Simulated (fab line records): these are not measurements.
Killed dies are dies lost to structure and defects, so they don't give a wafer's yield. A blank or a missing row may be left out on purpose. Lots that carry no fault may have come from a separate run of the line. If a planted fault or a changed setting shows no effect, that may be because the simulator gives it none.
fab line records :: flow berkeley_cmos170
record:
  lots: 5
  wafers: 15
  last_day: 9
route steps=331 shown ZERO@7 NWELL@14
lots with no fault: from the same line, run without faults
start_h: hours from the record's first day to the start of the lot's first wafer shown :: wait_h: time in hours since the lot's previous step :: " the same as in the row above :: L1.1+2: a row that stands for several wafers :: - either no value or no given start :: * or withheld: withheld :: < > ~ a bound
route shown NAME@n: NAME is a module with steps in the file, n the number in the route of the first one :: usual: mean and standard deviation over wafers with no fault :: same: alike in all rows :: chamber/n: place in a boat :: sites: readings site by site :: _std_site: their standard deviation :: _edge_site: inner sites' mean taken away from outer sites' mean :: radius_mm: how far each site lies from the wafer's centre :: mask NAME#n: copy n :: behind: the tool/chamber that last shaped the wafer :: hold: why the lot went on hold/how many hours it stayed there/how the hold came to an end :: device: the n, p or np transistor that did not switch :: end of line: tests run on the same wafers once the route is complete :: for a step that has no rows: nothing shown but its recipe :: killed: the dies lost at the first sort to structure and to defects; this is not the yield of the wafer :: map: a wafer's dies, marking killed ones x, the rest . and places with no die _
set.NAME: the run value of the setting; set.NAME@STEP: its run value at that earlier step :: model.NAME: the simulator's own value behind a step, which no gauge read
a table for each step, a row for each wafer; lots at some steps of the route
services: the hour from which a tool's chamber was out of use, counted from the record's first day as start_h (under 0 if before that day), plus the number of hours and why
== steps ==
step: UCB170_ZERO_COAT_01
recipe:
  resist: KrF
  spin_rpm: 1500
  resist_thk_nm: 900
lot.wafer: L077.2+4+6
tool: litho_track-02
chamber: 0
start_h: 32.60
wait_h: 0.1

lot.wafer: L082.1+2+5
tool: litho_track-02
chamber: 0
start_h: 58.49
wait_h: 0.1

lot.wafer: L081.1+3+6
tool: litho_track-01
chamber: 0
start_h: 58.66
wait_h: 0.1

lot.wafer: L083.2+5+6
tool: litho_track-01
chamber: 0
start_h: 66.68
wait_h: 0.1

lot.wafer: L086.1+2+5
tool: litho_track-01
chamber: 0
start_h: 78.22
wait_h: 0.1
step: UCB170_ZERO_SOFTBAKE_02
recipe:
  resist: KrF
  temp_c: 130
  time_s: 60
lot.wafer: L077.2+4+6
tool: litho_track-02
chamber: 0
start_h: 32.75
wait_h: 0.1

lot.wafer: L082.1+2+5
tool: litho_track-02
chamber: 0
start_h: 58.64
wait_h: 0.1

lot.wafer: L081.1+3+6
tool: litho_track-01
chamber: 0
start_h: 58.81
wait_h: 0.1

lot.wafer: L083.2+5+6
tool: litho_track-01
chamber: 0
start_h: 66.83
wait_h: 0.1

lot.wafer: L086.1+2+5
tool: litho_track-01
chamber: 0
start_h: 78.37
wait_h: 0.1
step: UCB170_ZERO_EXPOSE_03
recipe:
  mask_id: PM_MARKS
  na: 0.5
  sigma_outer: 0.6
  source_shape: conventional
  target_cd_nm: 4000
  dose_mj: 30
usual:
  stage_vel_mm_s: 500.02/0.24
lot.wafer: L077.2
tool: krf_scanner-02
chamber: 0
start_h: 33.02
wait_h: 0.2
mask: PM_MARKS#0
stage_vel_mm_s: 499.97

lot.wafer: L077.4
tool: krf_scanner-02
chamber: 0
start_h: 33.02
wait_h: 0.2
mask: PM_MARKS#0
stage_vel_mm_s: 499.94

lot.wafer: L077.6
tool: krf_scanner-02
chamber: 0
start_h: 33.02
wait_h: 0.2
mask: PM_MARKS#0
stage_vel_mm_s: 500.28

lot.wafer: L082.1
tool: krf_scanner-01
chamber: 0
start_h: 58.91
wait_h: 0.2
mask: PM_MARKS#0
stage_vel_mm_s: 500.37

lot.wafer: L082.2
tool: krf_scanner-01
chamber: 0
start_h: 58.91
wait_h: 0.2
mask: PM_MARKS#0
stage_vel_mm_s: 500.44

lot.wafer: L082.5
tool: krf_scanner-01
chamber: 0
start_h: 58.91
wait_h: 0.2
mask: PM_MARKS#0
stage_vel_mm_s: 500.19

lot.wafer: L081.1
tool: krf_scanner-02
chamber: 0
start_h: 59.16
wait_h: 0.3
mask: PM_MARKS#0
stage_vel_mm_s: 500.29

lot.wafer: L081.3
tool: krf_scanner-02
chamber: 0
start_h: 59.16
wait_h: 0.3
mask: PM_MARKS#0
stage_vel_mm_s: 500.04

lot.wafer: L081.6
tool: krf_scanner-02
chamber: 0
start_h: 59.16
wait_h: 0.3
mask: PM_MARKS#0
stage_vel_mm_s: 500.10

lot.wafer: L083.2
tool: krf_scanner-02
chamber: 0
start_h: 66.97
wait_h: 0.1
mask: PM_MARKS#0
stage_vel_mm_s: 500.23

lot.wafer: L083.5
tool: krf_scanner-02
chamber: 0
start_h: 66.97
wait_h: 0.1
mask: PM_MARKS#0
stage_vel_mm_s: 500.16

lot.wafer: L083.6
tool: krf_scanner-02
chamber: 0
start_h: 66.97
wait_h: 0.1
mask: PM_MARKS#0
stage_vel_mm_s: 499.89

lot.wafer: L086.1
tool: krf_scanner-02
chamber: 0
start_h: 78.52
wait_h: 0.1
mask: PM_MARKS#0
stage_vel_mm_s: 499.90

lot.wafer: L086.2
tool: krf_scanner-02
chamber: 0
start_h: 78.52
wait_h: 0.1
mask: PM_MARKS#0
stage_vel_mm_s: 499.87

lot.wafer: L086.5
tool: krf_scanner-02
chamber: 0
start_h: 78.52
wait_h: 0.1
mask: PM_MARKS#0
stage_vel_mm_s: 500.16
step: UCB170_ZERO_PEB_04
recipe:
  peb_temp_c: 130
  peb_time_s: withheld
  resist: KrF
lot.wafer: L077.2+4+6
tool: litho_track-01
chamber: 0
start_h: 33.27
wait_h: 0.2

lot.wafer: L082.1+2+5
tool: litho_track-03
chamber: 0
start_h: 59.34
wait_h: 0.4

lot.wafer: L081.1+3+6
tool: litho_track-02
chamber: 0
start_h: 59.51
wait_h: 0.3

lot.wafer: L083.2+5+6
tool: litho_track-03
chamber: 0
start_h: 67.10
wait_h: 0.1

lot.wafer: L086.1+2+5
tool: litho_track-01
chamber: 0
start_h: 78.64
wait_h: 0.1
step: UCB170_ZERO_DEVELOP_05
recipe:
  developer: TMAH
  develop_time_s: 45
  resist: KrF
  dev_temp_c: 21
lot.wafer: L077.2+4+6
tool: litho_track-01
chamber: 0
start_h: -
wait_h: -

lot.wafer: L082.1+2+5
tool: litho_track-03
chamber: 0
start_h: -
wait_h: -

lot.wafer: L081.1+3+6
tool: litho_track-02
chamber: 0
start_h: -
wait_h: -

lot.wafer: L083.2+5+6
tool: litho_track-03
chamber: 0
start_h: -
wait_h: -

lot.wafer: L086.1+2+5
tool: litho_track-01
chamber: 0
start_h: -
wait_h: -
step: UCB170_ZERO_ETCH_06
recipe:
  chemistry: CHF3/CF4/Ar
  target: SiO2
  time_s: 12
  pressure_mtorr: 100
  rf_w: 500
  CHF3_flow_sccm: 50
  cf4_flow_sccm: 10
  Ar_flow_sccm: 120
  over_etch_frac: 1.58
usual:
  drypump_motor_current_A: 5.6/0.34
  oes_product_au: 0.621/0.0097
  throttle_valve_pct: 9.28/0.1
lot.wafer: L077.2
tool: rie_diel-02
chamber: 0
start_h: 33.52
wait_h: -
drypump_motor_current_A: 4.9
oes_product_au: 0.639
rf_hours_counter_h: 30
throttle_valve_pct: 9.40

lot.wafer: L077.4
tool: rie_diel-02
chamber: 2
start_h: 33.52
wait_h: -
drypump_motor_current_A: 5.8
oes_product_au: 0.611
rf_hours_counter_h: 43
throttle_valve_pct: 9.27

lot.wafer: L077.6
tool: rie_diel-02
chamber: 0
start_h: 33.52
wait_h: -
drypump_motor_current_A: 4.9
oes_product_au: 0.626
rf_hours_counter_h: -
throttle_valve_pct: 9.40

lot.wafer: L082.1
tool: rie_diel-03
chamber: 0
start_h: 59.61
wait_h: -
drypump_motor_current_A: 5.8
oes_product_au: 0.622
rf_hours_counter_h: 94
throttle_valve_pct: 9.03

lot.wafer: L082.2
tool: rie_diel-03
chamber: 2
start_h: 59.61
wait_h: -
drypump_motor_current_A: 5.6
oes_product_au: 0.620
rf_hours_counter_h: 51
throttle_valve_pct: 9.23

lot.wafer: L082.5
tool: rie_diel-03
chamber: 0
start_h: 59.61
wait_h: -
drypump_motor_current_A: 5.8
oes_product_au: 0.619
rf_hours_counter_h: -
throttle_valve_pct: 9.03

lot.wafer: L081.1
tool: rie_diel-01
chamber: 0
start_h: 59.79
wait_h: -
drypump_motor_current_A: 5.6
oes_product_au: 0.613
rf_hours_counter_h: 62
throttle_valve_pct: 9.44

lot.wafer: L081.3
tool: rie_diel-01
chamber: 3
start_h: 59.79
wait_h: -
drypump_motor_current_A: 5.8
oes_product_au: 0.625
rf_hours_counter_h: 126
throttle_valve_pct: 9.29

lot.wafer: L081.6
tool: rie_diel-01
chamber: 0
start_h: 59.79
wait_h: -
drypump_motor_current_A: 5.6
oes_product_au: 0.620
rf_hours_counter_h: -
throttle_valve_pct: 9.43

lot.wafer: L083.2
tool: rie_diel-01
chamber: 1
start_h: 67.35
wait_h: -
drypump_motor_current_A: 5.5
oes_product_au: 0.598
rf_hours_counter_h: 1
throttle_valve_pct: 9.30

lot.wafer: L083.5
tool: rie_diel-01
chamber: 2
start_h: 67.35
wait_h: -
drypump_motor_current_A: 5.4
oes_product_au: 0.612
rf_hours_counter_h: -
throttle_valve_pct: 9.15

lot.wafer: L083.6
tool: rie_diel-01
chamber: 3
start_h: 67.35
wait_h: -
drypump_motor_current_A: 5.8
oes_product_au: 0.614
rf_hours_counter_h: -
throttle_valve_pct: 9.29

lot.wafer: L086.1
tool: rie_diel-02
chamber: 0
start_h: 78.91
wait_h: -
drypump_motor_current_A: 5.0
oes_product_au: 0.631
rf_hours_counter_h: 31
throttle_valve_pct: 9.42

lot.wafer: L086.2
tool: rie_diel-02
chamber: 3
start_h: 78.91
wait_h: -
drypump_motor_current_A: 5.8
oes_product_au: 0.640
rf_hours_counter_h: 122
throttle_valve_pct: 9.33

lot.wafer: L086.5
tool: rie_diel-02
chamber: 0
start_h: 78.91
wait_h: -
drypump_motor_current_A: 5.0
oes_product_au: 0.628
rf_hours_counter_h: -
throttle_valve_pct: 9.40
step: UCB170_ZERO_STRIP_07
recipe:
  chemistry: O2
  power_w: 400
  pressure_mtorr: 3500
  platen_temp_c: withheld
  o2_flow_sccm: 400
  overash_fraction: 0.5
usual:
  drypump_motor_current_A: 5.6/0.39
  o2_flow_sccm: 400.0/1.1
  oes_product_au: 0.727/0.0048
  strip_time_to_endpoint_s: 21.49/0.064
same:
  overash_fraction: 0.5
lot.wafer: L077.2
tool: plasma_asher-04
chamber: 1
start_h: 33.55
wait_h: 0.0
drypump_motor_current_A: 5.9
o2_flow_sccm: 399.6
oes_product_au: 0.724
rf_hours_counter_h: 32
strip_time_to_endpoint_s: 21.47

lot.wafer: L077.4
tool: plasma_asher-04
chamber: 1
start_h: 33.55
wait_h: 0.0
drypump_motor_current_A: 5.9
o2_flow_sccm: 399.2
oes_product_au: 0.733
rf_hours_counter_h: -
strip_time_to_endpoint_s: 21.58

lot.wafer: L077.6
tool: plasma_asher-04
chamber: 1
start_h: 33.55
wait_h: 0.0
drypump_motor_current_A: 5.9
o2_flow_sccm: 399.6
oes_product_au: 0.723
rf_hours_counter_h: -
strip_time_to_endpoint_s: 21.54

lot.wafer: L082.1
tool: plasma_asher-03
chamber: 0
start_h: 59.64
wait_h: 0.0
drypump_motor_current_A: 6.3
o2_flow_sccm: 399.6
oes_product_au: 0.721
rf_hours_counter_h: 35
strip_time_to_endpoint_s: 21.46

lot.wafer: L082.2
tool: plasma_asher-03
chamber: 1
start_h: 59.64
wait_h: 0.0
drypump_motor_current_A: 5.8
o2_flow_sccm: 397.4
oes_product_au: 0.721
rf_hours_counter_h: 35
strip_time_to_endpoint_s: 21.46

lot.wafer: L082.5
tool: plasma_asher-03
chamber: 1
start_h: 59.64
wait_h: 0.0
drypump_motor_current_A: 5.8
o2_flow_sccm: 398.3
oes_product_au: 0.735
rf_hours_counter_h: -
strip_time_to_endpoint_s: 21.48

lot.wafer: L081.1
tool: plasma_asher-04
chamber: 1
start_h: 59.81
wait_h: 0.0
drypump_motor_current_A: 5.9
o2_flow_sccm: 399.6
oes_product_au: 0.731
rf_hours_counter_h: 35
strip_time_to_endpoint_s: 21.50

lot.wafer: L081.3
tool: plasma_asher-04
chamber: 1
start_h: 59.81
wait_h: 0.0
drypump_motor_current_A: 5.9
o2_flow_sccm: 400.8
oes_product_au: 0.729
rf_hours_counter_h: -
strip_time_to_endpoint_s: 21.48

lot.wafer: L081.6
tool: plasma_asher-04
chamber: 1
start_h: 59.81
wait_h: 0.0
drypump_motor_current_A: 5.9
o2_flow_sccm: 400.5
oes_product_au: 0.724
rf_hours_counter_h: -
strip_time_to_endpoint_s: 21.51

lot.wafer: L083.2
tool: plasma_asher-01
chamber: 0
start_h: 67.37
wait_h: 0.0
drypump_motor_current_A: 5.0
o2_flow_sccm: 399.4
oes_product_au: 0.724
rf_hours_counter_h: 35
strip_time_to_endpoint_s: 21.43

lot.wafer: L083.5
tool: plasma_asher-01
chamber: 1
start_h: 67.37
wait_h: 0.0
drypump_motor_current_A: 5.7
o2_flow_sccm: 400.5
oes_product_au: 0.730
rf_hours_counter_h: -
strip_time_to_endpoint_s: 21.50

lot.wafer: L083.6
tool: plasma_asher-01
chamber: 0
start_h: 67.37
wait_h: 0.0
drypump_motor_current_A: 5.0
o2_flow_sccm: 399.2
oes_product_au: 0.719
rf_hours_counter_h: -
strip_time_to_endpoint_s: 21.48

lot.wafer: L086.1
tool: plasma_asher-04
chamber: 0
start_h: 78.94
wait_h: 0.0
drypump_motor_current_A: 5.5
o2_flow_sccm: 400.8
oes_product_au: 0.740
rf_hours_counter_h: 37
strip_time_to_endpoint_s: 21.45

lot.wafer: L086.2
tool: plasma_asher-04
chamber: 1
start_h: 78.94
wait_h: 0.0
drypump_motor_current_A: 5.9
o2_flow_sccm: 399.3
oes_product_au: 0.729
rf_hours_counter_h: 37
strip_time_to_endpoint_s: 21.43

lot.wafer: L086.5
tool: plasma_asher-04
chamber: 0
start_h: 78.94
wait_h: 0.0
drypump_motor_current_A: 5.5
o2_flow_sccm: 400.3
oes_product_au: 0.739
rf_hours_counter_h: -
strip_time_to_endpoint_s: 21.36
step: UCB170_NWELL_WET_ETCH_00
recipe:
  chemistry: dHF
  dilution: 25:1
  target: SiO2
  temp_c: 25
  time_s: 200
lot.wafer: L077.2+4+6
tool: wet_bench-03
chamber: 2
start_h: 34.13
wait_h: 0.5

lot.wafer: L082.1+2+5
tool: wet_bench-02
chamber: 2
start_h: 59.74
wait_h: 0.1

lot.wafer: L081.1+3+6
tool: wet_bench-01
chamber: 3
start_h: 59.91
wait_h: 0.1

lot.wafer: L083.2+5+6
tool: wet_bench-01
chamber: 3
start_h: 67.47
wait_h: 0.1

lot.wafer: L086.1+2+5
tool: wet_bench-02
chamber: 2
start_h: 79.04
wait_h: 0.1
step: UCB170_NWELL_OXIDATION_01
recipe:
  temp_c: 1000
  ambient: O2
  target_thk_a: 264
  ox_time_s: 1260
lot.wafer: L077.2+4+6
tool: furnace-02
chamber: 0
start_h: 37.29
wait_h: 3.1

lot.wafer: L081.1+3+6
tool: furnace-02
chamber: 0
start_h: 63.75
wait_h: 3.8

lot.wafer: L082.1+2+5
tool: furnace-02
chamber: 0
start_h: 63.75
wait_h: 4.0

lot.wafer: L083.2+5+6
tool: furnace-04
chamber: 0
start_h: 71.91
wait_h: 4.4

lot.wafer: L086.1+2+5
tool: furnace-04
chamber: 0
start_h: 79.26
wait_h: 0.2
step: UCB170_NWELL_THK_MEAS_02
recipe:
  reads: SiO2_of_NWELL_OXIDATION_01
usual:
  NWELL_OXIDE_THK: 26.4/0.54
lot.wafer: L077.2
tool: film_metro-02
chamber: -
start_h: 38.65
wait_h: 0.0
NWELL_OXIDE_THK[nm]: 26.8

lot.wafer: L077.4
tool: film_metro-02
chamber: -
start_h: 38.65
wait_h: 0.0
NWELL_OXIDE_THK[nm]: 26.8

lot.wafer: L077.6
tool: film_metro-02
chamber: -
start_h: 38.65
wait_h: 0.0
NWELL_OXIDE_THK[nm]: 26.7

lot.wafer: L081.1
tool: film_metro-04
chamber: -
start_h: 65.10
wait_h: 0.0
NWELL_OXIDE_THK[nm]: 27.1

lot.wafer: L081.3
tool: film_metro-04
chamber: -
start_h: 65.10
wait_h: 0.0
NWELL_OXIDE_THK[nm]: 27.0

lot.wafer: L081.6
tool: film_metro-04
chamber: -
start_h: 65.10
wait_h: 0.0
NWELL_OXIDE_THK[nm]: 27.3

lot.wafer: L082.1
tool: film_metro-02
chamber: -
start_h: 65.10
wait_h: 0.0
NWELL_OXIDE_THK[nm]: 26.5

lot.wafer: L082.2
tool: film_metro-02
chamber: -
start_h: 65.10
wait_h: 0.0
NWELL_OXIDE_THK[nm]: 26.5

lot.wafer: L082.5
tool: film_metro-02
chamber: -
start_h: 65.10
wait_h: 0.0
NWELL_OXIDE_THK[nm]: 26.3

lot.wafer: L083.2
tool: film_metro-04
chamber: -
start_h: 73.27
wait_h: 0.0
NWELL_OXIDE_THK[nm]: 27.0

lot.wafer: L083.5
tool: film_metro-04
chamber: -
start_h: 73.27
wait_h: 0.0
NWELL_OXIDE_THK[nm]: 26.9

lot.wafer: L083.6
tool: film_metro-04
chamber: -
start_h: 73.27
wait_h: 0.0
NWELL_OXIDE_THK[nm]: 26.8

lot.wafer: L086.1
tool: film_metro-01
chamber: -
start_h: 80.61
wait_h: 0.0
NWELL_OXIDE_THK[nm]: 26.8

lot.wafer: L086.2
tool: film_metro-01
chamber: -
start_h: 80.61
wait_h: 0.0
NWELL_OXIDE_THK[nm]: 27.2

lot.wafer: L086.5
tool: film_metro-01
chamber: -
start_h: 80.61
wait_h: 0.0
NWELL_OXIDE_THK[nm]: 26.6
step: UCB170_NWELL_ANNEAL_03
recipe:
  temp_c: 1000
  time_s: 900
  ambient: N2
lot.wafer: L077.2+4+6
tool: furnace-03
chamber: 0
start_h: 41.00
wait_h: 2.3

lot.wafer: L081.1+3+6
tool: furnace-04
chamber: 0
start_h: 67.83
wait_h: 2.7

lot.wafer: L082.1+2+5
tool: furnace-04
chamber: 0
start_h: 67.83
wait_h: 2.7

lot.wafer: L083.2+5+6
tool: furnace-02
chamber: 0
start_h: 77.82
wait_h: 4.5

lot.wafer: L086.1+2+5
tool: furnace-04
chamber: 0
start_h: 84.65
wait_h: 4.0
step: UCB170_NWELL_CVD_04
recipe:
  material: Si3N4
  target_thk_nm: 224
  temp_c: 800
  precursor: SiH2Cl2/NH3
  time_s: 3360
  pressure_mtorr: 200
  sih2cl2_flow_sccm: 25
  nh3_flow_sccm: 75
usual:
  nh3_flow_sccm: 74.98/0.21
lot.wafer: L077.2
tool: lpcvd-02
chamber: 1
start_h: 42.57
wait_h: 0.3
nh3_flow_sccm: 74.99

lot.wafer: L077.4
tool: lpcvd-02
chamber: 1
start_h: 42.57
wait_h: 0.3
nh3_flow_sccm: 75.12

lot.wafer: L077.6
tool: lpcvd-02
chamber: 1
start_h: 42.57
wait_h: 0.3
nh3_flow_sccm: 75.08

lot.wafer: L081.1
tool: lpcvd-02
chamber: 1
start_h: 69.23
wait_h: 0.1
nh3_flow_sccm: 74.99

lot.wafer: L081.3
tool: lpcvd-02
chamber: 1
start_h: 69.23
wait_h: 0.1
nh3_flow_sccm: 74.72

lot.wafer: L081.6
tool: lpcvd-02
chamber: 1
start_h: 69.23
wait_h: 0.1
nh3_flow_sccm: 75.13

lot.wafer: L082.1
tool: lpcvd-02
chamber: 1
start_h: 69.23
wait_h: 0.1
nh3_flow_sccm: 74.90

lot.wafer: L082.2
tool: lpcvd-02
chamber: 1
start_h: 69.23
wait_h: 0.1
nh3_flow_sccm: 74.98

lot.wafer: L082.5
tool: lpcvd-02
chamber: 1
start_h: 69.23
wait_h: 0.1
nh3_flow_sccm: 74.65

lot.wafer: L083.2
tool: lpcvd-01
chamber: 1
start_h: 79.07
wait_h: 0.0
nh3_flow_sccm: 74.95

lot.wafer: L083.5
tool: lpcvd-01
chamber: 1
start_h: 79.07
wait_h: 0.0
nh3_flow_sccm: 75.17

lot.wafer: L083.6
tool: lpcvd-01
chamber: 1
start_h: 79.07
wait_h: 0.0
nh3_flow_sccm: 75.05

lot.wafer: L086.1
tool: lpcvd-01
chamber: 1
start_h: 85.90
wait_h: 0.0
nh3_flow_sccm: 75.00

lot.wafer: L086.2
tool: lpcvd-01
chamber: 1
start_h: 85.90
wait_h: 0.0
nh3_flow_sccm: 74.79

lot.wafer: L086.5
tool: lpcvd-01
chamber: 1
start_h: 85.90
wait_h: 0.0
nh3_flow_sccm: 74.71
step: UCB170_NWELL_THK_MEAS_05
recipe:
  reads: Si3N4_of_NWELL_CVD_04
usual:
  NWELL_NITRIDE_THK: 223.7/1.6
lot.wafer: L077.2
tool: film_metro-04
chamber: -
start_h: 44.51
wait_h: 0.0
NWELL_NITRIDE_THK[nm]: 222.0

lot.wafer: L077.4
tool: film_metro-04
chamber: -
start_h: 44.51
wait_h: 0.0
NWELL_NITRIDE_THK[nm]: 221.4

lot.wafer: L077.6
tool: film_metro-04
chamber: -
start_h: 44.51
wait_h: 0.0
NWELL_NITRIDE_THK[nm]: 219.3

lot.wafer: L081.1
tool: film_metro-01
chamber: -
start_h: 71.16
wait_h: 0.0
NWELL_NITRIDE_THK[nm]: 223.4

lot.wafer: L081.3
tool: film_metro-01
chamber: -
start_h: 71.16
wait_h: 0.0
NWELL_NITRIDE_THK[nm]: 223.5

lot.wafer: L081.6
tool: film_metro-01
chamber: -
start_h: 71.16
wait_h: 0.0
NWELL_NITRIDE_THK[nm]: 222.7

lot.wafer: L082.1
tool: film_metro-04
chamber: -
start_h: 71.16
wait_h: 0.0
NWELL_NITRIDE_THK[nm]: 224.8

lot.wafer: L082.2
tool: film_metro-04
chamber: -
start_h: 71.16
wait_h: 0.0
NWELL_NITRIDE_THK[nm]: 225.7

lot.wafer: L082.5
tool: film_metro-04
chamber: -
start_h: 71.16
wait_h: 0.0
NWELL_NITRIDE_THK[nm]: 223.8

lot.wafer: L083.2
tool: film_metro-04
chamber: -
start_h: 81.01
wait_h: 0.0
NWELL_NITRIDE_THK[nm]: 223.3

lot.wafer: L083.5
tool: film_metro-04
chamber: -
start_h: 81.01
wait_h: 0.0
NWELL_NITRIDE_THK[nm]: 222.7

lot.wafer: L083.6
tool: film_metro-04
chamber: -
start_h: 81.01
wait_h: 0.0
NWELL_NITRIDE_THK[nm]: 222.8

lot.wafer: L086.1
tool: film_metro-04
chamber: -
start_h: 87.83
wait_h: 0.0
NWELL_NITRIDE_THK[nm]: 223.9

lot.wafer: L086.2
tool: film_metro-04
chamber: -
start_h: 87.83
wait_h: 0.0
NWELL_NITRIDE_THK[nm]: 224.3

lot.wafer: L086.5
tool: film_metro-04
chamber: -
start_h: 87.83
wait_h: 0.0
NWELL_NITRIDE_THK[nm]: 226.0
step: UCB170_NWELL_HMDS_06
recipe:
  prime_time_s: 60
  prime_temp_c: 100
lot.wafer: L077.2+4+6
tool: litho_track-04
chamber: 0
start_h: 44.59
wait_h: 0.1

lot.wafer: L081.1+3+6
tool: litho_track-04
chamber: 0
start_h: 71.22
wait_h: 0.1

lot.wafer: L082.1+2+5
tool: litho_track-02
chamber: 0
start_h: 71.57
wait_h: 0.4

lot.wafer: L083.2+5+6
tool: litho_track-03
chamber: 0
start_h: 81.31
wait_h: 0.3

lot.wafer: L086.1+2+5
tool: litho_track-04
chamber: 0
start_h: 88.21
wait_h: 0.4
step: UCB170_NWELL_COAT_07
recipe:
  resist: KrF
  spin_rpm: 1500
  resist_thk_nm: 900
lot.wafer: L077.2+4+6
tool: litho_track-04
chamber: 0
start_h: 44.74
wait_h: 0.1

lot.wafer: L081.1+3+6
tool: litho_track-04
chamber: 0
start_h: 71.37
wait_h: 0.1

lot.wafer: L082.1+2+5
tool: litho_track-02
chamber: 0
start_h: 71.72
wait_h: 0.1

lot.wafer: L083.2+5+6
tool: litho_track-03
chamber: 0
start_h: 81.46
wait_h: 0.1

lot.wafer: L086.1+2+5
tool: litho_track-04
chamber: 0
start_h: 88.36
wait_h: 0.1
step: UCB170_NWELL_SOFTBAKE_08
recipe:
  resist: KrF
  temp_c: 130
  time_s: 60
lot.wafer: L077.2+4+6
tool: litho_track-04
chamber: 0
start_h: 44.89
wait_h: 0.1

lot.wafer: L081.1+3+6
tool: litho_track-04
chamber: 0
start_h: 71.52
wait_h: 0.1

lot.wafer: L082.1+2+5
tool: litho_track-02
chamber: 0
start_h: 71.87
wait_h: 0.1

lot.wafer: L083.2+5+6
tool: litho_track-03
chamber: 0
start_h: 81.61
wait_h: 0.1

lot.wafer: L086.1+2+5
tool: litho_track-04
chamber: 0
start_h: 88.51
wait_h: 0.1
step: UCB170_NWELL_EXPOSE_09
recipe:
  mask_id: NWELL
  target_cd_nm: 3000
  na: 0.5
  sigma_outer: 0.6
  source_shape: conventional
  dose_mj: 25
usual:
  stage_vel_mm_s: 499.93/0.27
lot.wafer: L077.2
tool: krf_scanner-02
chamber: 0
start_h: 45.03
wait_h: 0.1
mask: NWELL#0
stage_vel_mm_s: 499.97

lot.wafer: L077.4
tool: krf_scanner-02
chamber: 0
start_h: 45.03
wait_h: 0.1
mask: NWELL#0
stage_vel_mm_s: 500.29

lot.wafer: L077.6
tool: krf_scanner-02
chamber: 0
start_h: 45.03
wait_h: 0.1
mask: NWELL#0
stage_vel_mm_s: 499.86

lot.wafer: L081.1
tool: krf_scanner-01
chamber: 0
start_h: 71.80
wait_h: 0.2
mask: NWELL#0
stage_vel_mm_s: 500.28

lot.wafer: L081.3
tool: krf_scanner-01
chamber: 0
start_h: 71.80
wait_h: 0.2
mask: NWELL#0
stage_vel_mm_s: 499.78

lot.wafer: L081.6
tool: krf_scanner-01
chamber: 0
start_h: 71.80
wait_h: 0.2
mask: NWELL#0
stage_vel_mm_s: 499.61

lot.wafer: L082.1
tool: krf_scanner-01
chamber: 0
start_h: 72.02
wait_h: 0.1
mask: NWELL#0
stage_vel_mm_s: 499.91

lot.wafer: L082.2
tool: krf_scanner-01
chamber: 0
start_h: 72.02
wait_h: 0.1
mask: NWELL#0
stage_vel_mm_s: 499.85

lot.wafer: L082.5
tool: krf_scanner-01
chamber: 0
start_h: 72.02
wait_h: 0.1
mask: NWELL#0
stage_vel_mm_s: 500.17

lot.wafer: L083.2
tool: krf_scanner-01
chamber: 0
start_h: 81.96
wait_h: 0.3
mask: NWELL#0
stage_vel_mm_s: 499.68

lot.wafer: L083.5
tool: krf_scanner-01
chamber: 0
start_h: 81.96
wait_h: 0.3
mask: NWELL#0
stage_vel_mm_s: 500.25

lot.wafer: L083.6
tool: krf_scanner-01
chamber: 0
start_h: 81.96
wait_h: 0.3
mask: NWELL#0
stage_vel_mm_s: 499.95

lot.wafer: L086.1
tool: krf_scanner-02
chamber: 0
start_h: 88.72
wait_h: 0.2
mask: NWELL#0
stage_vel_mm_s: 499.81

lot.wafer: L086.2
tool: krf_scanner-02
chamber: 0
start_h: 88.72
wait_h: 0.2
mask: NWELL#0
stage_vel_mm_s: 500.33

lot.wafer: L086.5
tool: krf_scanner-02
chamber: 0
start_h: 88.72
wait_h: 0.2
mask: NWELL#0
stage_vel_mm_s: 500.17
== services ==
tool: rie_diel-01
chamber: 1
start_h: 25.68
hours: -
kind: clean

tool: rie_diel-01
chamber: 1
start_h: 25.68
hours: 23.6
kind: scheduled_down

tool: rie_diel-01
chamber: 1
start_h: 25.68
hours: 23.6
kind: vent_cycle

tool: krf_scanner-02
chamber: -
start_h: 26.96
hours: 1.3
kind: pm

tool: krf_scanner-02
chamber: -
start_h: 28.26
hours: 1.0
kind: pm

tool: rie_diel-03
chamber: -
start_h: 29.03
hours: 0.6
kind: repair

tool: rie_diel-01
chamber: 0
start_h: 31.43
hours: 5.1
kind: repair

tool: rie_diel-02
chamber: 0
start_h: 33.81
hours: 22.0
kind: repair

tool: krf_scanner-01
chamber: -
start_h: 36.45
hours: 1.0
kind: pm

tool: plasma_asher-04
chamber: -
start_h: 41.46
hours: 4.3
kind: pm

tool: rie_diel-02
chamber: 1
start_h: 41.78
hours: 9.2
kind: repair

tool: rie_diel-03
chamber: -
start_h: 42.45
hours: 14.6
kind: pm

tool: rie_diel-02
chamber: 2
start_h: 42.87
hours: 42.9
kind: repair

tool: krf_scanner-02
chamber: 0
start_h: 49.08
hours: -
kind: calibration

tool: krf_scanner-02
chamber: -
start_h: 62.13
hours: 0.8
kind: pm

tool: rie_diel-03
chamber: 1
start_h: 65.85
hours: -
kind: clean

tool: rie_diel-03
chamber: 1
start_h: 65.85
hours: 20.3
kind: scheduled_down

tool: lpcvd-01
chamber: -
start_h: 66.85
hours: 1.2
kind: repair

tool: furnace-02
chamber: -
start_h: 70.69
hours: 4.2
kind: pm

tool: rie_diel-02
chamber: 0
start_h: 74.47
hours: 2.4
kind: repair

tool: furnace-03
chamber: -
start_h: 76.77
hours: 3.8
kind: pm

tool: krf_scanner-02
chamber: -
start_h: 80.87
hours: 0.4
kind: repair

tool: furnace-04
chamber: -
start_h: 85.90
hours: 3.5
kind: pm

tool: krf_scanner-01
chamber: -
start_h: 86.09
hours: 11.6
kind: pm
== key ==
fault none
